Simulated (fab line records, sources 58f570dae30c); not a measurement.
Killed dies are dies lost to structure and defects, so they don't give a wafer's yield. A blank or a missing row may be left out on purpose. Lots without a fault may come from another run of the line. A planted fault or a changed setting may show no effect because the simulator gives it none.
A struck lot beside a sound one | flow berkeley_cmos170 | 44 steps out of a route of 331
Sound: wafers L972.2, L972.3, L972.5. Struck: wafers L982.1, L982.2, L982.6. The cause comes at the end.
At each step with rows: each side's tool, then ch and its chambers, then its first start. Under that, the readings that differ: sound wafers | struck wafers | difference of the means | sigmas: that difference in standard deviations of wafers without a fault.
alike: readings whose means differ by less than 2 such deviations, and words and numbers that are the same on both sides. not compared: withheld readings, readings that some wafer has no value for, bounds like >300 that may hide the same value, and numbers for which the record gives no deviation and whose values overlap.
The two part at a step that has a row with sigmas, a row that says differs or no value, or rows on one side only. Numbers that don't overlap but have no deviation are shown without sigmas and don't part them. A reading that every wafer of one side lacks parts them only if that side has two wafers or more.

first, 6 steps without rows for these wafers: UCB170_V1_HMDS_06 (prime time 60 s); UCB170_V1_COAT_07 (resist thk 900 nm); UCB170_V1_SOFTBAKE_08 (time 60 s); UCB170_V1_EXPOSE_09 (exposes mask VIA1, target cd 700 nm); UCB170_V1_PEB_10; UCB170_V1_DEVELOP_11 (develop time 45 s).
UCB170_V1_CD_MEAS_12: target cd 700 nm.
  sound on cd_sem-01, day 8 17:46; struck on cd_sem-01, day 11 02:14
  alike: cd_nm
UCB170_V1_OVL_MEAS_13:
  sound on overlay-01, day 8 17:52; struck on overlay-02, day 11 02:22
  alike: V1_OVL
UCB170_V1_ETCH_14: etches SiO2 in CHF3/CF4/Ar, stops on Al, target depth 1250 nm, time 291 s.
  sound on rie_diel-01 ch 0,1,3, day 8 17:54; struck on rie_diel-02 ch 2,3, day 11 02:23
  alike: cf4_flow_sccm, drypump_motor_current_A, oes_product_au, throttle_valve_pct
  not compared: rf_hours_counter_h
UCB170_V1_STRIP_15: strips in O2.
  sound on plasma_asher-02 ch 0, day 8 18:05; struck on plasma_asher-03 ch 0,1, day 11 02:34
  alike: drypump_motor_current_A, oes_product_au, strip_time_to_endpoint_s
  not compared: rf_hours_counter_h
UCB170_V1_CD_MEAS_90: target cd 700 nm.
  sound on cd_sem-01, day 8 18:12; struck on cd_sem-01, day 11 02:40
  alike: cd_nm
then, 1 step without rows for these wafers: UCB170_M2_PRE_CLEAN_00 (preclean etch time 60 s).
UCB170_M2_SPUTTER_01: material Al, target thk 900 nm, time 120 s.
  sound on pvd_sputter-04, day 8 18:22; struck on pvd_sputter-04, day 11 02:52
  reading                               | sound                | struck               | difference | sigmas
  cathode_dc_power_W (W)                | 6001.0 6000.6 5999.8 | 7393.1 7394.9 7393.6 | +1393.4    | +99 or more
  model.Al_of_M2_SPUTTER_01.thk_nm (nm) | 904.9 894.5 895.6    | 1113 1111 1113       | +214       |
  alike: throttle_valve_pct
UCB170_M2_RS_MEAS_02: measures by four-point-probe.
  sound on film_metro-04, day 8 18:28; struck on film_metro-01, day 11 02:56
  reading           | sound                | struck               | difference | sigmas
  M2_AL_RS (ohm/sq) | 0.0320 0.0324 0.0323 | 0.0260 0.0260 0.0259 | -0.0063    | -14
UCB170_M2_THK_MEAS_03: measures by xrf.
  sound on film_metro-04, day 8 18:35; struck on film_metro-01, day 11 03:04
  reading        | sound       | struck         | difference | sigmas
  M2_AL_THK (nm) | 911 895 895 | 1104 1111 1112 | +209       | +15
then, 3 steps without rows for these wafers: UCB170_M2_HMDS_04 (prime time 60 s); UCB170_M2_COAT_05 (resist thk 900 nm); UCB170_M2_SOFTBAKE_06 (time 60 s).
UCB170_M2_STRIP_07: strips in O2.
  sound on plasma_asher-03 ch 0,1, day 8 19:34; struck on plasma_asher-04 ch 0,1, day 11 03:49
  alike: drypump_motor_current_A, oes_product_au, strip_time_to_endpoint_s
  not compared: rf_hours_counter_h
then, 7 steps without rows for these wafers: UCB170_M2_STRIP_08 (strips KrF in DMSO, time 600 s); UCB170_M2_COAT_09; UCB170_M2_COAT_10 (resist thk 900 nm); UCB170_M2_SOFTBAKE_11 (time 60 s); UCB170_M2_EXPOSE_12 (exposes mask METAL2, target cd 700 nm); UCB170_M2_PEB_13; UCB170_M2_DEVELOP_14 (develop time 45 s).
UCB170_M2_CD_MEAS_15: target cd 700 nm.
  sound on cd_sem-02, day 8 21:17; struck on cd_sem-02, day 11 05:00
  alike: cd_nm
UCB170_M2_OVL_MEAS_16:
  sound on overlay-01, day 8 21:23; struck on overlay-01, day 11 05:07
  alike: M2_OVL
UCB170_M2_ETCH_17: etches BARC in N2/H2.
  sound on rie_diel-03 ch 0,2,3, day 8 21:25; struck on rie_diel-04 ch 0,1,2, day 11 05:09
  alike: drypump_motor_current_A, h2_flow_sccm, oes_product_au, throttle_valve_pct
UCB170_M2_METAL_ETCH_18: etches Al in Cl2/BCl3, stops on SiO2, target depth 1170 nm, time 195 s.
  sound on rie_metal-04 ch 1, day 8 21:31; struck on rie_metal-04 ch 0,1, day 11 05:11
  reading               | sound             | struck            | difference | sigmas
  oes_product_au (a.u.) | 0.861 0.849 0.849 | 0.943 0.970 0.972 | +0.109     | +10
  alike: drypump_motor_current_A, throttle_valve_pct
  not compared: rf_hours_counter_h
UCB170_M2_STRIP_19: strips in O2.
  sound on plasma_asher-02 ch 0,1, day 8 21:50; struck on plasma_asher-04 ch 0,1, day 11 05:23
  alike: drypump_motor_current_A, oes_product_au
  not compared: rf_hours_counter_h
UCB170_M2_CD_MEAS_90: target cd 700 nm.
  sound on cd_sem-02, day 8 21:57; struck on cd_sem-01, day 11 05:29
  alike: cd_nm
then, 1 step without rows for these wafers: UCB170_V2_CVD_00 (deposits SiO2 from TEOS/O2, target thk 2000 nm, time 250 s).
UCB170_V2_THK_MEAS_01:
  sound on film_metro-04, day 8 22:13; struck on film_metro-04, day 11 05:46
  alike: V2_TEOS_THK
then, 1 step without rows for these wafers: UCB170_V2_CMP_02 (polishes SiO2).
UCB170_V2_BOW_MEAS_03:
  sound on film_metro-04, day 8 22:35; struck on film_metro-03, day 11 06:07
  alike: V2_BOW
UCB170_V2_THK_MEAS_04:
  sound on film_metro-04, day 8 22:42; struck on film_metro-03, day 11 06:14
  alike: V2_POLISHED_THK
then, 5 steps without rows for these wafers: UCB170_V2_CLEAN_05 (cleans in DIW); UCB170_V2_HMDS_06 (prime time 60 s); UCB170_V2_COAT_07 (resist thk 900 nm); UCB170_V2_SOFTBAKE_08 (time 60 s); UCB170_V2_EXPOSE_09 (exposes mask VIA2, target cd 700 nm).
UCB170_V2_ETCH_14: etches SiO2 in CHF3/CF4/Ar, stops on Al, target depth 1250 nm, time 291 s.
  sound on rie_diel-04 ch 0,1, day 9 00:29; struck on rie_diel-01 ch 1,2,3, day 11 07:35
  reading                               | sound             | struck         | difference | sigmas
  model.Al_of_M2_SPUTTER_01.thk_nm (nm) | 904.5 894.1 895.1 | 1113 1111 1113 | +214       |
  alike: cf4_flow_sccm, drypump_motor_current_A, oes_product_au, throttle_valve_pct
  not compared: rf_hours_counter_h
UCB170_M3_PROBE_99:
  sound on prober-01, day 9 04:44; struck on prober-01, day 11 13:11
  reading                               | sound                     | struck                       | difference | sigmas
  model.etest.antenna_m2.vt_shift_v (V) | -0.01082 -0.0122 -0.01368 | -0.00799 -0.005551 -0.008558 | +0.00487   |

WHERE THEY PART
First at UCB170_M2_SPUTTER_01; last, within this record, at UCB170_M2_METAL_ETCH_18. Later steps at which nothing parts them and some readings are alike: UCB170_M2_STRIP_19, UCB170_M2_CD_MEAS_90, UCB170_V2_THK_MEAS_01, UCB170_V2_BOW_MEAS_03, UCB170_V2_THK_MEAS_04, UCB170_V2_ETCH_14.

WHY: what the simulator had put in
Process parameter drift: pvd_sputter-04, from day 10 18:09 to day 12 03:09, at UCB170_M2_SPUTTER_01. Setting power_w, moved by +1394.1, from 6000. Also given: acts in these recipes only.
